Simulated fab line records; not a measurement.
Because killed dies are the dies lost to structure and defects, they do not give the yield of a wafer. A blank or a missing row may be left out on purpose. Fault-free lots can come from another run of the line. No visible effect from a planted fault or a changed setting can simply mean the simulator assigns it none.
Comparing a struck lot with a sound one | flow rit cmos | 44 out of 202 route steps
Sound: wafers L920.1, L920.3, L920.4. Struck: wafers L930.1, L930.5, L930.6. The cause is named last.
Each step with rows lists, per side, the tool, then ch with its chambers, then its first start. Under that, the readings that differ: sound wafers | struck wafers | difference of the means | sigmas: that difference in standard deviations of wafers without a fault.
alike: readings whose means differ by less than 2 such deviations, and words and numbers that are the same on both sides. not compared: withheld readings, readings that some wafer has no value for, bounds like >300 that may hide the same value, and numbers for which the record gives no deviation and whose values overlap.
The two part at a step that has a row with sigmas, a row that says differs or no value, or rows on one side only. When numbers do not overlap yet have no deviation, they are printed without sigmas and do not part them. Lack of a reading on every wafer of one side parts them only where that side has two or more wafers.

first, 4 steps without rows for these wafers: RIT_PLDD_SOFTBAKE_02 (time 60 s); RIT_PLDD_EXPOSE_03 (exposes mask M8, target cd 40900 nm); RIT_PLDD_PEB_04; RIT_PLDD_DEVELOP_05 (develop time 50 s).
RIT_PLDD_OVL_MEAS_06:
  sound on overlay-01, day 3 15:36; struck on overlay-02, day 5 19:40
  alike: PLDD_OVL
then, 2 steps without rows for these wafers: RIT_PLDD_HARDBAKE_07 (time 60 s); RIT_PLDD_IMPLANT_08.
RIT_PLDD_STRIP_09: strips in O2, time 180 s.
  sound on plasma asher-03 ch 0,1, day 3 15:56; struck on plasma asher-03 ch 0,1, day 5 20:00
  alike: drypump motor current A
  not compared: rf hours counter h
RIT_PLDD_TW_MEAS_10:
  sound on film metro-04, day 3 16:07; struck on film metro-03, day 5 20:10
  alike: PLDD_TW
then, 3 steps without rows for these wafers: RIT_SPACER_CLEAN_00 (cleans in SC1, time 600 s); RIT_SPACER_CLEAN_01 (cleans in dHF, time 30 s); RIT_SPACER_CLEAN_02 (cleans in SC2, time 600 s).
RIT_SPACER_CVD_03: deposits Si3N4 from SiH2Cl2/NH3, target thk 250 nm, time 3300 s.
  sound on lpcvd-01 ch 0, day 3 16:32; struck on lpcvd-02 ch 1, day 5 20:46
  reading                                  | sound             | struck            | difference | sigmas
  pressure mtorr (mTorr)                   | 299.7 298.8 299.0 | 240.4 240.0 240.5 | -58.9      | -99 or more
  model.Si3N4_of_SPACER_CVD_03.thk nm (nm) | 250.8 252.1 251.3 | 232.7 231.1 233.8 | -18.9      |
  alike: spike tc centre C
RIT_SPACER_THK_MEAS_04:
  sound on film metro-03, day 3 18:27; struck on film metro-01, day 5 22:41
  reading                 | sound             | struck            | difference | sigmas
  SPACER_NITRIDE_THK (nm) | 250.9 252.1 251.4 | 232.7 231.1 233.8 | -18.9      | -8
RIT_SPACER_ETCHBACK_05: etches Si3N4 in SF6/CHF3, stops on SiO2, target depth 250 nm, time 240 s.
  sound on rie diel-02 ch 0,1,2, day 3 18:31; struck on rie diel-01 ch 2,3, day 5 22:45
  reading                  | sound             | struck            | difference | sigmas
  oes product au (a.u.)    | 0.846 0.845 0.856 | 0.775 0.777 0.820 | -0.058     | -4
  model.etch.depth nm (nm) | 250.8 252.1 251.3 | 232.7 231.1 233.8 | -18.9      |
  alike: drypump motor current A, throttle valve pct
  not compared: rf hours counter h
then, 2 steps without rows for these wafers: RIT_NSD_HMDS_00 (prime time 60 s); RIT_NSD_COAT_01 (resist thk 1000 nm).
RIT_NSD_SOFTBAKE_02: time 61.69 s.
  sound on litho track-03 ch 0, day 3 18:58; struck on litho track-04 ch 0, day 5 23:12
  alike: heater power total W, plate sensor t centre C, plate sensor t edge C
then, 3 steps without rows for these wafers: RIT_NSD_EXPOSE_03 (exposes mask M9, target cd 40700 nm); RIT_NSD_PEB_04; RIT_NSD_DEVELOP_05 (develop time 50 s).
RIT_NSD_OVL_MEAS_06:
  sound on overlay-02, day 3 19:39; struck on overlay-01, day 5 23:56
  alike: NSD_OVL
then, 2 steps without rows for these wafers: RIT_NSD_HARDBAKE_07 (time 60 s); RIT_NSD_IMPLANT_08.
RIT_NSD_STRIP_09: strips in O2, time 180 s.
  sound on plasma asher-04 ch 0,1, day 3 19:59; struck on plasma asher-01 ch 0,1, day 6 00:16
  alike: drypump motor current A
  not compared: rf hours counter h
RIT_NSD_TW_MEAS_10:
  sound on film metro-04, day 3 20:10; struck on film metro-03, day 6 00:26
  alike: NSD_TW
then, 6 steps without rows for these wafers: RIT_PSD_HMDS_00 (prime time 60 s); RIT_PSD_COAT_01 (resist thk 1000 nm); RIT_PSD_SOFTBAKE_02 (time 60 s); RIT_PSD_EXPOSE_03 (exposes mask M10, target cd 40900 nm); RIT_PSD_PEB_04; RIT_PSD_DEVELOP_05 (develop time 50 s).
RIT_PSD_OVL_MEAS_06:
  sound on overlay-02, day 3 21:17; struck on overlay-02, day 6 01:28
  alike: PSD_OVL
then, 2 steps without rows for these wafers: RIT_PSD_HARDBAKE_07 (time 60 s); RIT_PSD_IMPLANT_08.
RIT_PSD_STRIP_09: strips in O2, time 180 s.
  sound on plasma asher-04 ch 0,1, day 3 21:37; struck on plasma asher-01 ch 0,1, day 6 01:49
  alike: drypump motor current A
  not compared: rf hours counter h
RIT_PSD_TW_MEAS_10:
  sound on film metro-03, day 3 21:47; struck on film metro-04, day 6 01:59
  alike: PSD_TW
then, 3 steps without rows for these wafers: RIT_SDANNEAL_CLEAN_00 (cleans in SC1, time 600 s); RIT_SDANNEAL_CLEAN_01 (cleans in dHF, time 30 s); RIT_SDANNEAL_CLEAN_02 (cleans in SC2, time 600 s).
RIT_SDANNEAL_RTA_03: time 5 s.
  sound on rtp anneal-02 ch 0, day 3 22:13; struck on rtp anneal-02 ch 0, day 6 02:35
  alike: chamber o2 ppm, wafer_temp_C_max
RIT_SDANNEAL_RS_MEAS_04: measures by four-point-probe.
  sound on film metro-04, day 3 22:17; struck on film metro-03, day 6 02:39
  alike: PSD_RS
RIT_SILICIDE_WET_ETCH_00: etches SiO2 in BOE, target depth 14 nm, time 15 s.
  sound on wet bench-01 ch 3, day 3 22:46; struck on wet bench-01 ch 3, day 6 03:08
  reading                                  | sound             | struck            | difference | sigmas
  model.Si3N4_of_SPACER_CVD_03.thk nm (nm) | 195.7 196.1 196.7 | 180.9 178.9 180.9 | -15.9      |
  alike: bath heat duty pct
RIT_M1_PROBE_99:
  sound on prober-02, day 4 05:58; struck on prober-02, day 6 10:23
  reading                                | sound             | struck            | difference | sigmas
  model.etest.nmos_0p15.r on ohm um      | 1111 1110 1092    | 1200 1220 1208    | +105       |
  model.etest.pwell pinched.rs ohm sq    | 447.3 447.4 437.9 | 470 475 468.3     | +27        |
  model.etest.nwell pinched.rs ohm sq    | 339.3 341.3 335.9 | 354.2 358.4 358.3 | +18.1      |
  model.etest.diode nplus comb.cj ff um2 | 2.642 2.649 2.608 | 2.698 2.704 2.708 | +0.070     |
  alike: killed at contacts, killed at front end, killed dies, killed open, killed short

== WHERE THEY PART ==
Last at RIT_SPACER_ETCHBACK_05 as far as this record goes, first at RIT_SPACER_CVD_03. Later steps at which nothing parts them and some readings are alike: RIT_NSD_SOFTBAKE_02, RIT_NSD_OVL_MEAS_06, RIT_NSD_STRIP_09, RIT_NSD_TW_MEAS_10, RIT_PSD_OVL_MEAS_06, RIT_PSD_STRIP_09, RIT_PSD_TW_MEAS_10, RIT_SDANNEAL_RTA_03, RIT_SDANNEAL_RS_MEAS_04, RIT_SILICIDE_WET_ETCH_00, RIT_M1_PROBE_99.

WHY: what had been put in by the simulator
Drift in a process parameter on lpcvd-02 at RIT_SPACER_CVD_03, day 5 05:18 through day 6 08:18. The setting pressure mtorr was moved by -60, starting from 300. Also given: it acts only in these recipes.
